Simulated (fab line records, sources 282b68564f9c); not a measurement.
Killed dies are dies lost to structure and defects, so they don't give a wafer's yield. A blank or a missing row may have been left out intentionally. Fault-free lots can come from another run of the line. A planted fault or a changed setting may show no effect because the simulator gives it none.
Lot-split experiment / flow ritCmos / 5 lots, 23 wafers read, on a route of 202 steps

THE SPLIT
At RIT_NLDD_IMPLANT_08, the setting doseCm2 was moved away from the recipe's 5e+14 on 8 of the 23 wafers read, by -3.2% to +5.8%. This setting was run at the recipe's value on the other wafers.

FROM THE SPLIT TO THE READING: what the file shows between them, 9 steps
- RIT_NLDD_STRIP_09: strips in O2, time 180 s
- RIT_NLDD_TW_MEAS_10
- RIT_SPACER_CVD_03: deposits Si3N4 from SiH2Cl2/NH3, target thk 250 nm, time 3300 s (also split here: timeS)
- RIT_SPACER_THK_MEAS_04
- RIT_SPACER_ETCHBACK_05: etches Si3N4 in SF6/CHF3, stops on SiO2, target depth 250 nm, time 240 s
- RIT_NSD_IMPLANT_08 (also split here: energyKev)
- RIT_SDANNEAL_CLEAN_00: cleans in SC1, time 600 s (also split here: timeS)
- RIT_SDANNEAL_CLEAN_01: cleans in dHF, time 30 s
- RIT_SDANNEAL_CLEAN_02: cleans in SC2, time 600 s

THE READING
At RIT_SDANNEAL_RS_MEAS_07, a four-point-probe measurement gives NLDD_RS in ohm/sq. Fault-free wafers of this fab line usually give 151.7 ohm/sq, standard deviation 0.55 ohm/sq.

wafer=L074.1; tool, chamber at the split=implanter-04, 0; doseCm2 as run=5e+14; against the recipe=recipe; NLDD_RS, ohm/sq=151.3; against lot-mates on the recipe=-
wafer=L074.2; tool, chamber at the split=implanter-04, 0; doseCm2 as run=5e+14; against the recipe=recipe; NLDD_RS, ohm/sq=152.1; against lot-mates on the recipe=-
wafer=L074.3; tool, chamber at the split=implanter-04, 0; doseCm2 as run=5e+14; against the recipe=recipe; NLDD_RS, ohm/sq=152.3; against lot-mates on the recipe=-
wafer=L074.4; tool, chamber at the split=implanter-04, 0; doseCm2 as run=5e+14; against the recipe=recipe; NLDD_RS, ohm/sq=151.9; against lot-mates on the recipe=-
wafer=L074.6; tool, chamber at the split=implanter-04, 0; doseCm2 as run=5e+14; against the recipe=recipe; NLDD_RS, ohm/sq=151.7; against lot-mates on the recipe=-
wafer=L079.1; tool, chamber at the split=implanter-04, 0; doseCm2 as run=5.174e+14; against the recipe=+3.5%; NLDD_RS, ohm/sq=147.6; against lot-mates on the recipe=-3.6
wafer=L079.2; tool, chamber at the split=implanter-04, 0; doseCm2 as run=5e+14; against the recipe=recipe; NLDD_RS, ohm/sq=151.0; against lot-mates on the recipe=-
wafer=L079.4; tool, chamber at the split=implanter-04, 0; doseCm2 as run=5e+14; against the recipe=recipe; NLDD_RS, ohm/sq=151.3; against lot-mates on the recipe=-
wafer=L079.5; tool, chamber at the split=implanter-04, 0; doseCm2 as run=5.174e+14; against the recipe=+3.5%; NLDD_RS, ohm/sq=147.2; against lot-mates on the recipe=-4.0
wafer=L079.6; tool, chamber at the split=implanter-04, 0; doseCm2 as run=5.174e+14; against the recipe=+3.5%; NLDD_RS, ohm/sq=146.9; against lot-mates on the recipe=-4.2
wafer=L080.2; tool, chamber at the split=implanter-04, 0; doseCm2 as run=4.838e+14; against the recipe=-3.2%; NLDD_RS, ohm/sq=155.3; against lot-mates on the recipe=+4.1
wafer=L080.3; tool, chamber at the split=implanter-04, 0; doseCm2 as run=4.838e+14; against the recipe=-3.2%; NLDD_RS, ohm/sq=155.6; against lot-mates on the recipe=+4.4
wafer=L080.4; tool, chamber at the split=implanter-04, 0; doseCm2 as run=5e+14; against the recipe=recipe; NLDD_RS, ohm/sq=151.0; against lot-mates on the recipe=-
wafer=L080.5; tool, chamber at the split=implanter-04, 0; doseCm2 as run=5e+14; against the recipe=recipe; NLDD_RS, ohm/sq=151.4; against lot-mates on the recipe=-
wafer=L080.6; tool, chamber at the split=implanter-04, 0; doseCm2 as run=4.838e+14; against the recipe=-3.2%; NLDD_RS, ohm/sq=155.8; against lot-mates on the recipe=+4.6
wafer=L082.1; tool, chamber at the split=implanter-03, 0; doseCm2 as run=5.289e+14; against the recipe=+5.8%; NLDD_RS, ohm/sq=145.7; against lot-mates on the recipe=-6.4
wafer=L082.2; tool, chamber at the split=implanter-03, 0; doseCm2 as run=5e+14; against the recipe=recipe; NLDD_RS, ohm/sq=152.2; against lot-mates on the recipe=-
wafer=L082.4; tool, chamber at the split=implanter-03, 0; doseCm2 as run=5e+14; against the recipe=recipe; NLDD_RS, ohm/sq=152.1; against lot-mates on the recipe=-
wafer=L082.5; tool, chamber at the split=implanter-03, 0; doseCm2 as run=5.289e+14; against the recipe=+5.8%; NLDD_RS, ohm/sq=145.3; against lot-mates on the recipe=-6.8
wafer=L082.6; tool, chamber at the split=implanter-03, 0; doseCm2 as run=5e+14; against the recipe=recipe; NLDD_RS, ohm/sq=152.1; against lot-mates on the recipe=-
wafer=L085.1; tool, chamber at the split=implanter-03, 0; doseCm2 as run=5e+14; against the recipe=recipe; NLDD_RS, ohm/sq=151.7; against lot-mates on the recipe=-
wafer=L085.3; tool, chamber at the split=implanter-03, 0; doseCm2 as run=5e+14; against the recipe=recipe; NLDD_RS, ohm/sq=151.6; against lot-mates on the recipe=-
wafer=L085.4; tool, chamber at the split=implanter-03, 0; doseCm2 as run=5e+14; against the recipe=recipe; NLDD_RS, ohm/sq=151.5; against lot-mates on the recipe=-

THE FIT
A straight line over all 23 wafers: NLDD_RS changes by -1.16 ohm/sq for each +1% of doseCm2; r = -0.99; the points scatter about the line by 0.44 ohm/sq.
The same after taking each lot's own level away (the mean of its wafers on the recipe; 23 wafers): -1.2 ohm/sq for each +1%; r = -0.99; scatter 0.3 ohm/sq.
Per that fit: largest doseCm2 move, reading shift of 6.9 ohm/sq.
Measured against the standard deviation above, the lots' own levels, which go from 151.15 to 152.13 ohm/sq, span 1.8 times it.
The two slopes are in agreement: the lot-to-lot level therefore moves the slope only a little.
Check: -6.94 ohm/sq against its lot-mates is what the line predicts for one of the wafers moved furthest among these (+5.8%) when that wafer is left out of the fit. Against them it came out at -6.43 ohm/sq.

FURTHER SPLITS ON THESE WAFERS
Note: prior to the reading, these wafers also went through further splits. Each is held against what the fit with the lots' levels taken away leaves over:
other split on the same wafers=RIT_PRETRO_SOFTBAKE_02 timeS; wafers away from the commonest value=9; r with NLDD_RS (lot level and that fit taken away)=-0.12
other split on the same wafers=RIT_GATE_COAT_11 resistThkNm; wafers away from the commonest value=9; r with NLDD_RS (lot level and that fit taken away)=+0.06
other split on the same wafers=RIT_GATE_DEVELOP_15 developTimeS; wafers away from the commonest value=11; r with NLDD_RS (lot level and that fit taken away)=-0.13
other split on the same wafers=RIT_SPACER_CVD_03 timeS; wafers away from the commonest value=15; r with NLDD_RS (lot level and that fit taken away)=+0.18
other split on the same wafers=RIT_NSD_IMPLANT_08 energyKev; wafers away from the commonest value=10; r with NLDD_RS (lot level and that fit taken away)=+0.07
other split on the same wafers=RIT_SDANNEAL_CLEAN_00 timeS; wafers away from the commonest value=15; r with NLDD_RS (lot level and that fit taken away)=-0.15

THE WHOLE CHAIN: every reading that the file lists as answering this split, in the file's order
step=RIT_NLDD_TW_MEAS_10; what it does=; reading=NLDD_TW; change (the file's fit)=+5.59 for each +1% of the setting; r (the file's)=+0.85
step=RIT_SDANNEAL_RS_MEAS_07; what it does=measures by four-point-probe; reading=NLDD_RS; change (the file's fit)=-1.18 for each +1% of the setting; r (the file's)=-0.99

THE FILE'S OWN FIT
NLDD_RS changes by -1.18 ohm/sq for each +1% of doseCm2, r = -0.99.
